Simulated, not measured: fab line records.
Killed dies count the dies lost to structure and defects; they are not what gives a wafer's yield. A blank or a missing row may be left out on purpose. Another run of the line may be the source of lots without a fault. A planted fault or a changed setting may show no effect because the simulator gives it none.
fab line records ; flow rit-cmos
[record] lots = 15; wafers = 45; last-day = 7
route steps=202 shown CONTACT@175
lots that met no fault: from a run of the same line without faults
start-h: the number of hours between the record's first day and the start of the first shown wafer of the lot ; wait-h: hours since the lot's step before ; " identical to the entry in the row above ; L1.1+2: one row covering several wafers at once ; - no value present, or no start provided ; * or withheld: withheld ; < > ~ a bound
route shown NAME@n: a module of which the file shows steps, and the number in the route of the first ; usual: mean/standard deviation taken from wafers without a fault ; same: alike in all rows ; chamber/n: place in a boat ; sites: each site's reading ; _std_site: how widely they spread, as a standard deviation ; _edge_site: outer sites' mean less inner sites' ; radius-mm: for every site, how far away it sits from the centre of the wafer ; mask NAME#n: copy n ; behind: the tool/chamber that last shaped the wafer ; hold: why the lot was held/for how many hours/how that ended ; device: which transistor (n, p or np) failed to switch ; end of line: at the end of the route, the tests of the same wafers ; a step with no rows: only its recipe ; killed: not the wafer's yield, but the dies lost to structure and defects at the first sort ; map: a wafer's dies, marking killed ones x, the rest . and places with no die _
set.NAME: the setting the step ran with; set.NAME@STEP: the setting that earlier step ran with ; model.NAME: the simulator's own value behind a step, which no gauge read
one table for each step of the route and one row for each wafer, over a sample of lots
[[steps]]
[step RIT_CONTACT_DEVELOP_07]
[recipe] resist = NOVOLAK; develop-time-s = 120; dev-temp-c = 23
[usual] chill-plate-temp-C = 23.01/0.11; develop-time-s = 120/0
lot.wafer;tool;chamber;start-h;wait-h;chill-plate-temp-C;develop-time-s
L551.3;litho-track-01;0;60;-;23.14;120
L551.5;litho-track-01;0;60;-;22.90;120
L551.6;litho-track-01;0;60;-;23.04;120
L552.1;litho-track-02;0;65;-;23.15;120
L552.2;litho-track-02;0;65;-;23.12;120
L552.4;litho-track-02;0;65;-;23.07;120
L553.2;litho-track-02;0;68;-;22.86;120
L553.3;litho-track-02;0;68;-;23.00;120
L553.6;litho-track-02;0;68;-;23.05;120
L555.1;litho-track-03;0;79;-;22.95;120
L555.3;litho-track-03;0;80;-;22.97;120
L555.6;litho-track-03;0;80;-;22.98;120
L556.3;litho-track-03;0;84;-;22.89;120
L556.4;litho-track-03;0;84;-;23.05;120
L556.5;litho-track-03;0;84;-;23.08;120
L557.1;litho-track-01;0;93;-;22.89;120
L557.3;litho-track-01;0;93;-;22.76;120
L557.6;litho-track-01;0;93;-;22.79;120
L559.2;litho-track-02;0;96;-;22.96;120
L559.4;litho-track-02;0;96;-;22.92;120
L559.5;litho-track-02;0;96;-;23.18;120
L560.1;litho-track-03;0;109;-;23.12;120
L560.3;litho-track-03;0;109;-;23.20;120
L560.6;litho-track-03;0;109;-;23.33;120
L561.3;litho-track-02;0;109;-;23.04;120
L561.5;litho-track-02;0;110;-;23.05;120
L561.6;litho-track-02;0;110;-;23.06;120
L562.1;litho-track-03;0;113;-;22.95;120
L562.3;litho-track-03;0;113;-;22.95;120
L562.4;litho-track-03;0;113;-;22.96;120
L563.2;litho-track-02;0;121;-;23.06;120
L563.5;litho-track-02;0;121;-;23.10;120
L563.6;litho-track-02;0;121;-;23.08;120
L571.1;litho-track-03;-;158;-;-;-
L571.5;litho-track-03;-;158;-;-;-
L571.6;litho-track-03;-;158;-;-;-
L572.1;litho-track-01;-;162;-;-;-
L572.3;litho-track-01;-;162;-;-;-
L572.4;litho-track-01;-;162;-;-;-
L573.2;litho-track-01;-;166;-;-;-
L573.4;litho-track-01;-;166;-;-;-
L573.6;litho-track-01;-;167;-;-;-
L574.3;litho-track-03;0;172;-;23.17;120
L574.5;litho-track-03;0;172;-;23.20;120
L574.6;litho-track-03;0;172;-;23.05;120
[[key]]
[first-sign] step = RIT_CONTACT_DEVELOP_07; reading = tool-record; direction = missing
effect none on later readings
met-at RIT_CONTACT_DEVELOP_07
struck-lots L571,L572,L573
later-rows-left-out L571.1,L571.5,L571.6,L572.1,L572.3,L572.4,L573.2,L573.4,L573.6
sort-left-out L571.1,L571.5,L571.6,L572.1,L572.3,L572.4,L573.2,L573.4,L573.6
tester-left-out L571,L572,L573
onset-between 113 158
[fault] kind = skipped-step-whole; tool = litho-track-01,litho-track-03; chamber = -; onset-h = 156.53; steps = RIT_CONTACT_DEVELOP_07; scope = struck-lots-only
// tester-left-out: of these lots the tester's yield and bins aren't shown, on N5 and GAA mostly nor the transistor test; their killed dies are dies lost to structure and defects alone, not to doping, threshold or leakage, so they don't give the yield
// sort-left-out: the simulated sort isn't trusted on such a fault, so these wafers' sort isn't shown, and their yield isn't known
// later-rows-left-out: the simulator's readings of these wafers behind a module that went badly wrong aren't trusted and aren't shown, but for the sort
